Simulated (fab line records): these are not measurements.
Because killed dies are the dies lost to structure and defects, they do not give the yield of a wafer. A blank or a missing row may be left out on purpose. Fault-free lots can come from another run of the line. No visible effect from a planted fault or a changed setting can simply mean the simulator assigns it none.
fab line records	flow ritCmos
record: lots: 5	wafers: 15	lastDay: 7
route steps=202 shown NSD@139 PSD@142 M1@202
lots untouched by any fault: they come from a run of this same line in which no faults occurred
startH: the number of hours between the record's first day and the start of the first shown wafer of the lot	waitH: hours since the lot's step before	" repeats the value in the row above	L1.1+2: one row covering several wafers at once	- value missing, or start not given	* or withheld: withheld	< > ~ a bound
route shown NAME@n: NAME is a module with steps in the file, n the number in the route of the first one	usual: mean/standard deviation taken from wafers without a fault	same: alike in all rows	chamber/n: place in a boat	sites: readings site by site	_std_site: the standard deviation of these	_edge_site: the outer-site mean with the inner-site mean subtracted	radiusMm: for every site, how far away it sits from the centre of the wafer	mask NAME#n: copy n	behind: the tool/chamber that last shaped the wafer	hold: cause of the lot's hold/its duration in hours/its outcome	device: names the non-switching transistor (n, p or np)	end of line: tests of these same wafers at the route's end	a step with no rows: only its recipe	killed: the dies lost at the first sort to structure and to defects; this is not the yield of the wafer	map: a wafer's dies, marking killed ones x, the rest . and places with no die _
set.NAME: the setting the step ran with; set.NAME@STEP: the setting that earlier step ran with	model.NAME: the simulator's own value behind a step, which no gauge read
lots at selected steps of the route; one table per step, one row per wafer
services: from which hour (startH, from the record's first day; less than 0 if before it) a tool's chamber was out of use, for how many hours, and why
== steps ==
step: RIT_NSD_IMPLANT_08
recipe: species: P	energyKev: 25	doseCm2: 1e+15	tiltDeg: 7
step: RIT_NSD_STRIP_09
recipe: chemistry: O2	timeS: 180	resist: NOVOLAK	platenTempC: withheld	powerW: 500	pressureMtorr: 4000	o2FlowSccm: 4000
usual: drypumpMotorCurrentA: 5.6/0.41	o2FlowSccm: 4002/13	runLengthS: 208.1/0.32
lot.wafer	tool	chamber	startH	waitH	drypumpMotorCurrentA	o2FlowSccm	rfHoursCounterH	runLengthS
L884.3	plasmaAsher-02	1	80.95	0.1	6.0	4026	-	208.0
L884.4	"	0	"	"	5.0	4002	-	208.6
L884.5	"	1	"	"	6.0	4021	-	208.3
L885.1	plasmaAsher-02	1	85.53	0.1	6.0	4005	45	208.1
L885.2	"	0	"	"	5.0	4004	45	207.7
L885.6	"	0	"	"	5.0	4010	-	208.1
L890.4	plasmaAsher-04	1	114.18	0.1	6.0	4024	-	207.8
L890.5	"	0	"	"	5.5	4001	-	208.0
L890.6	"	1	"	"	6.0	4018	-	208.1
L896.2	plasmaAsher-02	1	139.47	0.1	6.0	4021	3	208.3
L896.4	"	1	"	"	6.0	3993	-	208.0
L896.6	"	0	"	"	5.0	3989	-	208.4
L899.2	plasmaAsher-04	0	154.43	0.1	5.5	4006	38	208.2
L899.3	"	0	"	"	5.5	3989	-	207.8
L899.4	"	1	"	"	6.0	3991	-	208.0
step: RIT_NSD_TW_MEAS_10
usual: NSD_TW: 3058/36
lot.wafer	tool	chamber	startH	waitH	NSD_TW
L884.3	filmMetro-03	-	81.09	0.1	3018
L884.4	"	-	"	"	3031
L884.5	"	-	"	"	3023
L885.1	filmMetro-03	-	85.70	0.1	3010
L885.2	"	-	"	"	3012
L885.6	"	-	"	"	3018
L890.4	filmMetro-03	-	114.33	0.1	3030
L890.5	"	-	"	"	3037
L890.6	"	-	"	"	3023
L896.2	filmMetro-04	-	139.65	0.1	3112
L896.4	"	-	"	"	3113
L896.6	"	-	"	"	3101
L899.2	filmMetro-03	-	154.61	0.1	3037
L899.3	"	-	"	"	3039
L899.4	"	-	"	"	3030
step: RIT_PSD_HMDS_00
recipe: primeTimeS: 60	primeTempC: 140
step: RIT_PSD_COAT_01
recipe: resist: NOVOLAK	spinRpm: 3250	resistThkNm: 1000
step: RIT_PSD_SOFTBAKE_02
recipe: resist: NOVOLAK	tempC: 90	timeS: 60
step: RIT_PSD_EXPOSE_03
recipe: maskId: M10	na: 0.57	targetCdNm: 40900	doseMj: 250
step: RIT_PSD_PEB_04
recipe: resist: NOVOLAK	tempC: withheld	timeS: withheld
step: RIT_PSD_DEVELOP_05
recipe: resist: NOVOLAK	developTimeS: 50	devTempC: 23
step: RIT_PSD_OVL_MEAS_06
usual: PSD_OVL: -0.2/1.4
lot.wafer	tool	chamber	startH	waitH	PSD_OVL[nm]
L884.3	overlay-02	-	82.11	-	-0.7
L884.4	"	-	"	"	-1.0
L884.5	"	-	"	"	-2.1
L885.1	overlay-01	-	86.85	-	0.7
L885.2	"	-	"	"	0.5
L885.6	"	-	"	"	0.7
L890.4	overlay-02	-	115.35	-	-0.9
L890.5	"	-	"	"	-0.2
L890.6	"	-	"	"	0.8
L896.2	overlay-02	-	140.56	-	-2.2
L896.4	"	-	"	"	-1.5
L896.6	"	-	"	"	-0.4
L899.2	overlay-01	-	155.64	-	0.4
L899.3	"	-	"	"	-0.3
L899.4	"	-	"	"	0.2
step: RIT_PSD_HARDBAKE_07
recipe: resist: NOVOLAK	tempC: 140	timeS: 60
step: RIT_PSD_IMPLANT_08
recipe: species: BF2	energyKev: 27	doseCm2: 5e+15	tiltDeg: 7
step: RIT_PSD_STRIP_09
recipe: chemistry: O2	timeS: 180	resist: NOVOLAK	platenTempC: withheld	powerW: 500	pressureMtorr: 4000	o2FlowSccm: 4000
usual: drypumpMotorCurrentA: 5.4/0.5	o2FlowSccm: 4003/12	runLengthS: 208.3/0.33
lot.wafer	tool	chamber	startH	waitH	drypumpMotorCurrentA	o2FlowSccm	rfHoursCounterH	runLengthS	model.NOVOLAK_of_PSD_COAT_01.thkNm
L884.3	plasmaAsher-01	0	82.49	0.1	4.6	4010	-	208.1	0
L884.4	"	1	"	"	6.0	4016	-	208.6	0
L884.5	"	1	"	"	6.0	4011	-	208.1	0
L885.1	plasmaAsher-02	1	87.19	0.1	6.0	4005	45	207.9	0
L885.2	"	0	"	"	4.9	4001	45	207.7	0
L885.6	"	0	"	"	4.9	4009	-	207.9	0
L890.4	plasmaAsher-01	0	115.73	0.1	4.7	3991	-	117.0	187.7
L890.5	"	1	"	"	6.0	3998	-	117.3	192.5
L890.6	"	0	"	"	4.6	4011	-	117.0	190.4
L896.2	plasmaAsher-02	0	140.89	0.1	5.0	3992	3	207.7	0
L896.4	"	0	"	"	5.0	3981	-	208.0	0
L896.6	"	1	"	"	6.0	4004	-	207.9	0
L899.2	plasmaAsher-03	1	155.97	0.1	5.5	4016	47	209.0	0
L899.3	"	1	"	"	5.5	4021	-	209.0	0
L899.4	"	0	"	"	5.7	3999	-	208.6	0
step: RIT_PSD_TW_MEAS_10
usual: PSD_TW: 3362/32
lot.wafer	tool	chamber	startH	waitH	PSD_TW
L884.3	filmMetro-04	-	82.63	0.1	3429
L884.4	"	-	"	"	3435
L884.5	"	-	"	"	3404
L885.1	filmMetro-02	-	87.36	0.1	3338
L885.2	"	-	"	"	3341
L885.6	"	-	"	"	3345
L890.4	filmMetro-04	-	115.88	0.1	3423
L890.5	"	-	"	"	3419
L890.6	"	-	"	"	3422
L896.2	filmMetro-03	-	141.07	0.1	3354
L896.4	"	-	"	"	3357
L896.6	"	-	"	"	3342
L899.2	filmMetro-02	-	156.16	0.1	3336
L899.3	"	-	"	"	3337
L899.4	"	-	"	"	3344
step: RIT_M1_PROBE_99
usual: killedAtContacts: 0.1/0.34	killedAtFrontEnd: 7.0/2.9	killedDies: 7.2/2.9	killedOnRim: 2.1/1.4	killedOpen: 3.6/1.9	killedShort: 3.5/2.1
same: grossDies: 264	killed_at_M0_to_M3: 0	killed_at_M4_up: 0	killedAtBackSide: 0	killedAtOther: 0
lot.wafer	tool	chamber	startH	waitH	killedAtContacts	killedAtFrontEnd	killedDies	killedOnRim	killedOpen	killedShort
L890.4	prober-01	-	124.36	0.2	0	264	264	70	7	2
L890.5	prober-01	-	124.41	0.2	1	263	264	70	8	1
L890.6	prober-01	-	124.46	0.2	0	264	264	70	0	3
L896.2	prober-01	-	149.11	0.1	0	1	1	1	0	1
L896.4	prober-01	-	149.21	0.2	0	5	5	0	2	3
L896.6	prober-01	-	149.31	0.2	0	6	6	2	4	2
L899.2	prober-02	-	164.42	0.1	1	7	8	2	6	2
L899.3	prober-02	-	164.47	0.2	0	5	5	0	3	2
L899.4	prober-02	-	164.52	0.2	0	13	13	4	5	8
killed by level:class
L890.4 SDANNEAL:areaRta=255 GATE:geometricParticle:open=2 ACTIVE:geometricParticle:open=1 FOX1:geometricParticle:open=1 FOX1:geometricParticle:short=1 REOX:geometricParticle:short=1 REOX:geometricParticle:open=1 SPACER:geometricParticle:open=1
L890.5 SDANNEAL:areaRta=255 SPACER:geometricParticle:open=3 FOX1:geometricParticle:open=2 GATE:geometricParticle:open=1 REOX:geometricParticle:short=1 SILICIDE:geometricParticle:open=1 CONTACT:geometricParticle:open=1
L890.6 SDANNEAL:areaRta=261 GATE:geometricParticle:short=3
L896.2 GATE:geometricParticle:short=1
L896.4 GATE:geometricParticle:short=2 GATE:geometricParticle:open=1 SILICIDE:geometricParticle:open=1 SILICIDE:geometricParticle:short=1
L896.6 FOX1:geometricParticle:open=1 FOX2:geometricParticle:short=1 GATE:geometricParticle:open=1 REOX:geometricParticle:short=1 REOX:geometricParticle:open=1 SILICIDE:geometricParticle:open=1
L899.2 GATE:geometricParticle:open=4 GATE:geometricParticle:short=1 SPACER:geometricParticle:short=1 SPACER:geometricParticle:open=1 CONTACT:geometricParticle:open=1
L899.3 FOX1:geometricParticle:open=1 FOX2:geometricParticle:short=1 GATE:geometricParticle:open=1 SPACER:geometricParticle:short=1 SPACER:geometricParticle:open=1
L899.4 GATE:geometricParticle:short=5 GATE:geometricParticle:open=2 SPACER:geometricParticle:open=2 FOX1:geometricParticle:short=1 SPACER:geometricParticle:short=1 SILICIDE:geometricParticle:open=1 SILICIDE:geometricParticle:short=1
map L890.4 (x killed, . not)
________xxxxxxx_______
_____xxxxxxxxxxxxx____
____xxxxxxxxxxxxxxx___
___xxxxxxxxxxxxxxxxx__
__xxxxxxxxxxxxxxxxxxx_
__xxxxxxxxxxxxxxxxxxx_
_xxxxxxxxxxxxxxxxxxxxx
_xxxxxxxxxxxxxxxxxxxxx
_xxxxxxxxxxxxxxxxxxxxx
_xxxxxxxxxxxxxxxxxxxxx
__xxxxxxxxxxxxxxxxxxx_
__xxxxxxxxxxxxxxxxxxx_
___xxxxxxxxxxxxxxxxx__
____xxxxxxxxxxxxxxx___
_____xxxxxxxxxxxxx____
________xxxxxxx_______
map L884.3 (x killed, . not)
________......._______
_____.............____
____...............___
___.................__
__..................._
__..................._
_...x.............x...
_......x..............
_.....................
_.....................
__.x................._
__x.................._
___........x........__
____.........x.....___
_____.............____
________......._______
== services ==
tool	chamber	startH	hours	kind
plasmaAsher-03	-	107.97	28.1	pm
plasmaAsher-02	-	108.75	9.0	pm
plasmaAsher-02	0	108.75	9.0	ventCycle
plasmaAsher-02	1	108.75	9.0	ventCycle
plasmaAsher-02	0	117.75	-	clean
plasmaAsher-02	1	117.75	-	clean
plasmaAsher-03	-	136.07	14.6	pm
plasmaAsher-04	-	138.04	2.8	pm
== key ==
firstSign: step: RIT_PSD_STRIP_09	reading: runLengthS	direction: down	sigmas: 99+	usual: *	struck: *
effect: step: RIT_M1_PROBE_99	reading: killedDies	direction: up	sigmas: 89	usual: 7.2	struck: 264
modelEffect: step: RIT_PSD_STRIP_09	value: NOVOLAK_of_PSD_COAT_01.thkNm	without: 0	struck: 190.2
moreKillsBornAt: RIT_SDANNEAL_RTA_03@rtpAnneal-02: 771
metAt RIT_PSD_STRIP_09
struckWafers L890.4,L890.5,L890.6
laterRowsLeftOut L890.4,L890.5,L890.6
testerLeftOut L890
onsetBetween 82.49 115.73
fault: kind: stripAborted	tool: plasmaAsher-01	chamber: -	onsetH: 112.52	steps: RIT_PSD_STRIP_09	offset: 0.35	endH: 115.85
testerLeftOut: of these lots the tester's yield and bins aren't shown, on N5 and GAA mostly nor the transistor test; their killed dies are dies lost to structure and defects alone, not to doping, threshold or leakage, so they don't give the yield
laterRowsLeftOut: the simulator's readings of these wafers behind a module that went badly wrong aren't trusted and aren't shown, but for the sort
